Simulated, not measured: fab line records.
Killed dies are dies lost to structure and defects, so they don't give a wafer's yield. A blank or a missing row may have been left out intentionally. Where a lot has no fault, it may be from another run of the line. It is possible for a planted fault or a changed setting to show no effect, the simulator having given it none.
Which tool did it? :: flow rit-cmos :: Sampling: 7 lots, 21 wafers, 3 of 202 route steps

## WHAT THE GAUGES SHOWED, per wafer
RIT_NSD_TW_MEAS_10.
lot: L349
measured: day 3 05:14
on: film-metro-01
NSD_TW: 3120 3123 3112

lot: L357
measured: day 4 20:02
on: film-metro-03
NSD_TW: 3445 3465 3450 3434 3448 3458

lot: L360
measured: day 5 12:45
on: film-metro-03
NSD_TW: 3136 3145 3125

lot: L362
measured: day 5 21:53
on: film-metro-04
NSD_TW: 3088 3070 3070

lot: L366
measured: day 6 17:54
on: film-metro-01
NSD_TW: 3190 3184 3182

lot: L369
measured: day 7 08:44
on: film-metro-04
NSD_TW: 3069 3078 3075

lot: L371
measured: day 7 19:46
on: film-metro-04
NSD_TW: 3079 3086 3086

## WHAT TOOL EACH LOT RAN ON (gives the tool, then ch and the chambers of the sampled wafers, and finally the start)
lot: L349
RIT_PLDD_STRIP_09: plasma-asher-04 ch 0,1, day 3 00:57
RIT_NSD_IMPLANT_08: implanter-01 ch 0, day 3 04:54

lot: L357
RIT_PLDD_STRIP_09: plasma-asher-04 ch 0,1, day 4 15:55
RIT_NSD_IMPLANT_08: implanter-04 ch 0, day 4 19:44

lot: L360
RIT_PLDD_STRIP_09: plasma-asher-04 ch 0,1, day 5 08:41
RIT_NSD_IMPLANT_08: implanter-01 ch 0, day 5 12:28

lot: L362
RIT_PLDD_STRIP_09: plasma-asher-01 ch 0,1, day 5 17:31
RIT_NSD_IMPLANT_08: implanter-01 ch 0, day 5 21:34

lot: L366
RIT_PLDD_STRIP_09: plasma-asher-04 ch 0,1, day 6 13:43
RIT_NSD_IMPLANT_08: implanter-01 ch 0, day 6 17:36

lot: L369
RIT_PLDD_STRIP_09: plasma-asher-01 ch 0,1, day 7 04:30
RIT_NSD_IMPLANT_08: implanter-01 ch 0, day 7 08:25

lot: L371
RIT_PLDD_STRIP_09: plasma-asher-04 ch 0,1, day 7 15:28
RIT_NSD_IMPLANT_08: implanter-02 ch 0, day 7 19:28
- RIT_PLDD_STRIP_09: strips in O2, time 180 s.
- RIT_NSD_IMPLANT_08

## THE ANSWER, worked out from the rows above alone
Rule: the usual values come from the lots themselves. Put in order of their means at a reading, lots are off if they are a third of the lots or fewer, leave a main group of 4 or more, and stand apart from it by a gap of 3 or more times the standard deviation of the main group's means; of several such gaps the widest counts. A main group is skipped when, at the precision printed for the reading in the tables above, its means are all equal. A lot without any number at a reading at which 4 lots or more have one is off too. Where the step has rows for the other lots, those lots are counted as sound.
Off: L357, at RIT_NSD_TW_MEAS_10 (NSD_TW). The main group has a mean of 3112 with a standard deviation of 40.
A tool fits if, at a process step before that reading, it ran every lot that is off, and no sound lot after the first of them. Gauges at RIT_NSD_TW_MEAS_10: tried the same way as those tools. One fits: RIT_NSD_IMPLANT_08 on implanter-04. It ran no sound lot before its first lot that is off in this sample, so the start can't be narrowed down.

## WHAT THE SIMULATOR HAD INSERTED
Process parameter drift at RIT_NSD_IMPLANT_08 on implanter-04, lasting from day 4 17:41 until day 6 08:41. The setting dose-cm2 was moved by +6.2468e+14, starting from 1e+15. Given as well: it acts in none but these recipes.
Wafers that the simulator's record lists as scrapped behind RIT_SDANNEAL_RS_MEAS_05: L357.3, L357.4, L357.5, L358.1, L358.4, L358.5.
Shown lots that were struck: L357. The rule above reached the same finding.
